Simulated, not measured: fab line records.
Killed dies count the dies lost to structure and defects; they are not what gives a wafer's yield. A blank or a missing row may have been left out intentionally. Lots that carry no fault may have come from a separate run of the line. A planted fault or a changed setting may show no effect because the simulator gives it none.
One fault through the eyes of 2 desks | flow berkeleyCmos170 | every desk sees just its own numbers, and what lay behind them comes last

FROM THE METROLOGY DESK
What the gauges read, lot by lot, whatever tool the lot ran on: means of the sampled wafers that have a number. If a lot's mean is further than 4 standard deviations from the usual mean, the lot is out of limits and carries the mark OUT (the distance appears in the brackets).
Columns: A = V2_TEOS_THK at UCB170_V2_THK_MEAS_01, usual 2004 nm; B = V2_OVL at UCB170_V2_OVL_MEAS_13, usual -1 nm
lot  | first seen here | A    | B
L305 | day 8 02:01     | 2001 | -10
L306 | day 8 02:42     | 1983 | -5
L304 | day 8 06:08     | 1983 | 1
L308 | day 8 06:26     | 2004 | -6
L307 | day 8 06:43     | 2033 | -0
L310 | day 8 16:06     | 1993 | 0
L309 | day 8 16:11     | 2015 | -4
L311 | day 8 20:44     | 2018 | -2
L314 | day 10 00:11    | 2001 | -8
L315 | day 10 06:40    | 1988 | 8
L318 | day 10 21:31    | 2043 | -2
L324 | day 11 20:03    | 1991 | 4
L323 | day 11 20:17    | 2000 | 5
L326 | day 11 20:23    | 2021 | -4
Finding of this desk: none of the 14 lots has anything out of limits.

AT THE TOOL OWNER'S DESK: rieMetal-04
The tool's own readings at UCB170_M1_METAL_ETCH_12 (etches Al in Cl2/BCl3, stops on PSG, target depth 780 nm, time 130 s): means of the sampled wafers that have a number, for each lot that ran on this tool. If a lot's mean is further than 4 standard deviations from the usual mean, the lot is out of limits and carries the mark OUT (the distance appears in the brackets).
Columns: A = drypumpMotorCurrentA at UCB170_M1_METAL_ETCH_12, usual 5.3 A; B = oesProductAu at UCB170_M1_METAL_ETCH_12, usual 0.880 a.u.; C = throttleValvePct at UCB170_M1_METAL_ETCH_12, usual 24.49 %
lot  | first seen here | A   | B     | C
L306 | day 7 15:46     | 5.3 | 0.899 | 24.57
L309 | day 8 04:27     | 5.4 | 0.893 | 24.65
L311 | day 8 11:57     | 5.2 | 0.895 | 24.50
L314 | day 9 14:18     | 5.2 | 0.897 | 24.50
L315 | day 9 20:55     | 5.4 | 0.893 | 24.66
Finding of this desk: none of the 5 lots has anything out of limits.

BROUGHT TOGETHER
Nothing out of limits was seen by the metrology desk.
The desk of the tool owner found nothing out of limits.

WHAT HAD BEEN PUT IN BY THE SIMULATOR
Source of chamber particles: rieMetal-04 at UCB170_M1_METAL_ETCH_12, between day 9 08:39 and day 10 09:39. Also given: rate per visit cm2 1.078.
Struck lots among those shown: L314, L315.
